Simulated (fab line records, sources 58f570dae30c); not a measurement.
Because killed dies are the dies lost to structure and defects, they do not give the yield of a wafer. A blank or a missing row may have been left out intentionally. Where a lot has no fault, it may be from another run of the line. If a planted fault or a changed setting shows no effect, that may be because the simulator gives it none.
A single fault, viewed from 2 desks || flow berkeley cmos170 || numbers are kept per desk, each desk with only its own; the story behind them comes last

AT THE METROLOGY DESK
Means of the sampled wafers that have a number, per lot and without regard to the tool the lot ran on: this is what the gauges read. A lot is out of limits, marked OUT, if its mean lies more than 4 standard deviations from the usual mean; the brackets give that distance.
Columns: A = PWELL_TW at UCB170_PWELL_TW_MEAS_17, usual 380.1; B = cd nm at UCB170_ACTIVE_CD_MEAS_13, usual 1200.0 nm; C = PSD_RS at UCB170_SDANNEAL_RS_MEAS_02, usual 75.56 ohm/sq
{"lot": "L424", "first seen here": "day 3 03:28", "A": 383.5, "B": 1198.5, "C": 75.65}
{"lot": "L426", "first seen here": "day 3 13:10", "A": 375.2, "B": 1201.1, "C": 75.84}
{"lot": "L425", "first seen here": "day 3 13:18", "A": 381.2, "B": 1200.6, "C": 75.04}
{"lot": "L428", "first seen here": "day 3 21:59", "A": 381.3, "B": 1199.3, "C": 75.58}
{"lot": "L427", "first seen here": "day 3 22:14", "A": 384.1, "B": 1200.5, "C": 75.71}
{"lot": "L429", "first seen here": "day 4 00:16", "A": 375.6, "B": 1198.7, "C": 75.38}
{"lot": "L432", "first seen here": "day 5 07:26", "A": 381.7, "B": 1199.7, "C": 75.61}
{"lot": "L435", "first seen here": "day 5 10:16", "A": 381.7, "B": 1201.1, "C": 75.67}
{"lot": "L434", "first seen here": "day 5 10:46", "A": 369.1, "B": 1201.3, "C": 75.92}
{"lot": "L438", "first seen here": "day 6 06:18", "A": 370.2, "B": 1199.6, "C": 75.64}
{"lot": "L439", "first seen here": "day 6 06:34", "A": 383.9, "B": 1201.0, "C": 75.43}
{"lot": "L437", "first seen here": "day 6 06:40", "A": 369.5, "B": 1197.8, "C": 75.57}
{"lot": "L442", "first seen here": "day 7 01:46", "A": 381.6, "B": 1201.8, "C": 75.27}
{"lot": "L443", "first seen here": "day 7 09:48", "A": 375.2, "B": 1203.4, "C": 75.64}
{"lot": "L445", "first seen here": "day 7 18:27", "A": 380.8, "B": 1198.6, "C": 76.22}
This desk's finding: nothing out of limits on any of the 15 lots.

FOR THE TOOL OWNER'S DESK: implanter-01
The tool's own readings at UCB170_PWELL_IMPLANT_15: means of the sampled wafers that have a number, for each lot that ran on this tool. A lot is out of limits, marked OUT, if its mean lies more than 4 standard deviations from the usual mean; the brackets give that distance.
Columns: A = dose ions cm2 at UCB170_PWELL_IMPLANT_15, usual 4.999e+12; B = faraday current uA at UCB170_PWELL_IMPLANT_15, usual 15.8
{"lot": "L424", "first seen here": "day 3 03:14", "A": 4.996e+12, "B": 15.9}
{"lot": "L428", "first seen here": "day 3 21:44", "A": 4.993e+12, "B": 16.1}
{"lot": "L435", "first seen here": "day 5 10:02", "A": 4.997e+12, "B": 15.7}
{"lot": "L434", "first seen here": "day 5 10:31", "A": "4.665e+12 (-63) OUT", "B": 14.9}
{"lot": "L438", "first seen here": "day 6 06:03", "A": "4.661e+12 (-64) OUT", "B": 14.9}
{"lot": "L437", "first seen here": "day 6 06:25", "A": "4.662e+12 (-64) OUT", "B": 14.9}
Finding of this desk: L434, L437, L438 out of limits; the first was L434 at day 5 10:31, on dose ions cm2 at UCB170_PWELL_IMPLANT_15. Within limits: L424, L428, L435.

TAKEN TOGETHER
The tool owner's desk could have raised an alarm at day 5 10:31, on L434, L437, L438.
The metrology desk saw nothing out of limits.
The metrology desk holds a record of L434, L437, L438, inside its limits.
UCB170_PWELL_IMPLANT_15 was run on implanter-01 by each of the lots named.

WHAT THE SIMULATOR PUT IN
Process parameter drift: implanter-01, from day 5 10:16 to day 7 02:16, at UCB170_PWELL_IMPLANT_15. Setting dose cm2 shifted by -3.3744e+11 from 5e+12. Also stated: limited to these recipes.
Shown lots that were struck: L434, L437, L438.
How many hours passed from the start of the fault until each desk's first out-of-limits reading: the tool owner's desk, 0.
